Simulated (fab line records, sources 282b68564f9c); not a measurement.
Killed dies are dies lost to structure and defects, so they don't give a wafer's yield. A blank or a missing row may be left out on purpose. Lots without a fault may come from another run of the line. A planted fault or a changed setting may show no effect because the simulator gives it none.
One fault seen from 2 desks | flow rit_cmos | each desk has only its own numbers; what lay behind them comes last

THE METROLOGY DESK
What the gauges read, lot by lot, whatever tool the lot ran on: means of the sampled wafers that have a number. A lot is out of limits, marked OUT, if its mean lies more than 4 standard deviations from the usual mean; the brackets give that distance.
Columns: A = PSD_TW at RIT_PSD_TW_MEAS_10, usual 3441
lot  | first seen here | A
L957 | day 3 00:58     | 3443
L958 | day 3 06:45     | 3425
L959 | day 3 10:34     | 3456
L960 | day 3 15:57     | 3449
L961 | day 3 20:11     | 3436
L963 | day 4 08:05     | 3450
L966 | day 4 22:44     | 3430
L968 | day 5 07:43     | 3404
L969 | day 5 12:39     | 3453
L970 | day 5 19:05     | 3456
L971 | day 5 22:54     | 30 (-99 or more) OUT
L972 | day 6 03:29     | 3424
L974 | day 6 15:19     | 30 (-99 or more) OUT
L980 | day 8 00:53     | 3449
This desk's finding: out of limits on L971, L974; first on L971, day 5 22:54 (PSD_TW at RIT_PSD_TW_MEAS_10). In limits: L957, L958, L959, L960, L961, L963, L966, L968, L969, L970, L972, L980.

THE TOOL OWNER'S DESK: litho_track-03
The tool's own readings at RIT_PSD_DEVELOP_05 (develop time 50 s): means of the sampled wafers that have a number, for each lot that ran on this tool. A lot is out of limits, marked OUT, if its mean lies more than 4 standard deviations from the usual mean; the brackets give that distance.
Columns: A = chill_plate_temp_C at RIT_PSD_DEVELOP_05, usual 22.98 C
lot  | first seen here | A
L961 | day 3 19:00     | 23.07
L968 | day 5 07:00     | 22.94
L969 | day 5 12:00     | 23.10
L971 | day 5 22:00     | 22.86
L974 | day 6 14:00     | 23.03
This desk's finding: nothing out of limits on any of the 5 lots.

PUT TOGETHER
The metrology desk could have raised an alarm at day 5 22:54, on L971, L974.
The tool owner's desk saw nothing out of limits.
The tool owner's desk has L971, L974 on record, within its limits.
Of the lots named, all ran RIT_PSD_DEVELOP_05 on litho_track-03.

WHAT THE SIMULATOR HAD PUT IN
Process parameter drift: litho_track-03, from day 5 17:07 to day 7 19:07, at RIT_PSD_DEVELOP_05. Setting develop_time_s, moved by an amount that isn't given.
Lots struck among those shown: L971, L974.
Hours from the fault's start to each desk's first reading out of limits: the metrology desk, 6.
